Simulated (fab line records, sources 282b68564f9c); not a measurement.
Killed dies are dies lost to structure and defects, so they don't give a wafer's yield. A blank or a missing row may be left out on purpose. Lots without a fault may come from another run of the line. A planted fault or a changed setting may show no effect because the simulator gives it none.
Which tool did it? | flow rit_cmos | 6 lots, 18 wafers sampled, at 2 steps of a route of 202

WHAT THE GAUGES READ, wafer by wafer
RIT_PLDD_OVL_MEAS_06.
lot  | measured    | on         | PLDD_OVL (nm)
L128 | day 3 01:37 | overlay-01 | -0.3 -1.1 0.1
L133 | day 4 02:15 | overlay-02 | -0.2 1.7 2.7
L135 | day 4 14:19 | overlay-02 | 1.1 3.6 2.5
L139 | day 5 11:40 | overlay-01 | -0.1 1.5 2.1
L147 | day 7 03:13 | overlay-01 | -1.0 -1.9 0.4
L149 | day 7 13:31 | overlay-01 | 2.2 1.3 -0.2

WHICH TOOL RAN EACH LOT (tool, then ch and the chambers of the sampled wafers, then the start)
lot  | RIT_PLDD_EXPOSE_03
L128 | iline_stepper-02 ch 0, day 3 01:13
L133 | iline_stepper-02 ch 0, day 4 01:51
L135 | iline_stepper-02 ch 0, day 4 13:56
L139 | iline_stepper-01 ch 0, day 5 11:16
L147 | iline_stepper-01 ch 0, day 7 02:49
L149 | iline_stepper-01 ch 0, day 7 13:09
- RIT_PLDD_EXPOSE_03: exposes mask M8, target cd 40900 nm.

THE ANSWER, worked out from the rows above alone
Rule: what is usual is taken from the lots themselves. Put in order of their means at a reading, lots are off if they are a third of the lots or fewer, leave a main group of 4 or more, and stand apart from it by a gap of 3 or more times the standard deviation of the main group's means; of several such gaps the widest counts. A main group whose means are all the same, to the digits that the tables above print for the reading, isn't used. A lot without any number at a reading at which 4 lots or more have one is off too. The other lots that the step has rows for count as sound.
No lot is off at any reading shown: from this, nothing can be told.

WHAT THE SIMULATOR HAD PUT IN
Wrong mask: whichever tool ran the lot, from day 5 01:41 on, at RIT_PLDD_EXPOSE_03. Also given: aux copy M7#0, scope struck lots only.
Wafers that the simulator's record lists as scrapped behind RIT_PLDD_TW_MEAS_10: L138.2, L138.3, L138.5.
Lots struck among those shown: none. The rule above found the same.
